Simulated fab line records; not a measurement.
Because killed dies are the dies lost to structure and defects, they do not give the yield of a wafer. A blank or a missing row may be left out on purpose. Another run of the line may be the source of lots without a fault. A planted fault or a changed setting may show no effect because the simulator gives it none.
What tool caused it? :: flow berkeley cmos170 :: route of 331 steps, sampled at 1 step: 15 lots, 45 wafers

## WHAT EACH GAUGE READ, for each wafer
No reading from a measuring or inspecting step in the record can be judged against a usual standard deviation.

## EACH LOT AND THE TOOL THAT RAN IT (in order: tool; ch and the chambers of the sampled wafers; start)
lot: L757
UCB170_WELLDRIVE_OXIDATION_01: furnace-01 ch 0, day 3 19:49

lot: L758
UCB170_WELLDRIVE_OXIDATION_01: furnace-01 ch 0, day 4 06:23

lot: L759
UCB170_WELLDRIVE_OXIDATION_01: furnace-01 ch 0, day 4 06:23

lot: L760
UCB170_WELLDRIVE_OXIDATION_01: furnace-01 ch 0, day 4 15:40

lot: L762
UCB170_WELLDRIVE_OXIDATION_01: furnace-04 ch 0, day 5 06:40

lot: L763
UCB170_WELLDRIVE_OXIDATION_01: furnace-04 ch 0, day 5 19:47

lot: L765
UCB170_WELLDRIVE_OXIDATION_01: furnace-04 ch 0, day 5 19:47

lot: L766
UCB170_WELLDRIVE_OXIDATION_01: furnace-04 ch 0, day 6 03:38

lot: L767
UCB170_WELLDRIVE_OXIDATION_01: furnace-04 ch 0, day 6 03:38

lot: L768
UCB170_WELLDRIVE_OXIDATION_01: furnace-01 ch 0, day 6 18:31

lot: L774
UCB170_WELLDRIVE_OXIDATION_01: furnace-02, day 7 13:34

lot: L775
UCB170_WELLDRIVE_OXIDATION_01: furnace-01, day 7 23:32

lot: L776
UCB170_WELLDRIVE_OXIDATION_01: furnace-01, day 7 23:32

lot: L778
UCB170_WELLDRIVE_OXIDATION_01: furnace-01 ch 0, day 8 08:52

lot: L779
UCB170_WELLDRIVE_OXIDATION_01: furnace-02 ch 0, day 8 17:01
- UCB170_WELLDRIVE_OXIDATION_01: target thk 199 nm, ox time 9000 s.

## WHAT THE TOOLS THEMSELVES READ (means of the sampled wafers that have a number; where no wafer has one, the mark that the record gives instead)
UCB170_WELLDRIVE_OXIDATION_01.
lot: L757
tool: furnace-01
ox temp c (C): 1100.4
ox temp c max: 1107.4

lot: L758
tool: furnace-01
ox temp c (C): 1100.1
ox temp c max: 1106.5

lot: L759
tool: furnace-01
ox temp c (C): 1100.4
ox temp c max: 1108.7

lot: L760
tool: furnace-01
ox temp c (C): 1100.3
ox temp c max: 1107.4

lot: L762
tool: furnace-04
ox temp c (C): 1100.0
ox temp c max: 1105.1

lot: L763
tool: furnace-04
ox temp c (C): 1100.1
ox temp c max: 1106.9

lot: L765
tool: furnace-04
ox temp c (C): 1100.0
ox temp c max: 1105.7

lot: L766
tool: furnace-04
ox temp c (C): 1099.6
ox temp c max: 1106.6

lot: L767
tool: furnace-04
ox temp c (C): 1099.9
ox temp c max: 1105.0

lot: L768
tool: furnace-01
ox temp c (C): 1100.2
ox temp c max: 1107.4

lot: L774
tool: furnace-02
ox temp c (C): -
ox temp c max: -

lot: L775
tool: furnace-01
ox temp c (C): -
ox temp c max: -

lot: L776
tool: furnace-01
ox temp c (C): -
ox temp c max: -

lot: L778
tool: furnace-01
ox temp c (C): 1099.8
ox temp c max: 1108.0

lot: L779
tool: furnace-02
ox temp c (C): 1099.7
ox temp c max: 1106.3

## THE ANSWER, worked out from the rows above alone
Rule: what is usual is taken from the lots themselves. The widest of any qualifying gaps counts: lots, ordered by their means at a reading, are off when they make up no more than a third of the lots, leave a main group of 4 or more, and stand apart from it by 3 or more times the standard deviation of that group's means. If all means in a main group match to the digits the tables above print for the reading, that group is not used. Also off: a lot with no number at a reading for which 4 or more lots have one. The other lots that the step has rows for count as sound. First the gauges in route order, then the tools' own readings, where a lot's mean is used as printed above. At the first step where some lot is off, the reading lying furthest off is the one used; lots without a number count as furthest.
Off: L774, L775, L776, at UCB170_WELLDRIVE_OXIDATION_01 (ox temp c). Without a number there: L774, L775, L776. For the main group the mean is 1100.0 C and the standard deviation 0.25.
A tool fits if, at that step or a process step before it, it ran every lot that is off, and no sound lot after the first of them. Of those tried, none fits.

## WHAT WAS PUT IN BY THE SIMULATOR
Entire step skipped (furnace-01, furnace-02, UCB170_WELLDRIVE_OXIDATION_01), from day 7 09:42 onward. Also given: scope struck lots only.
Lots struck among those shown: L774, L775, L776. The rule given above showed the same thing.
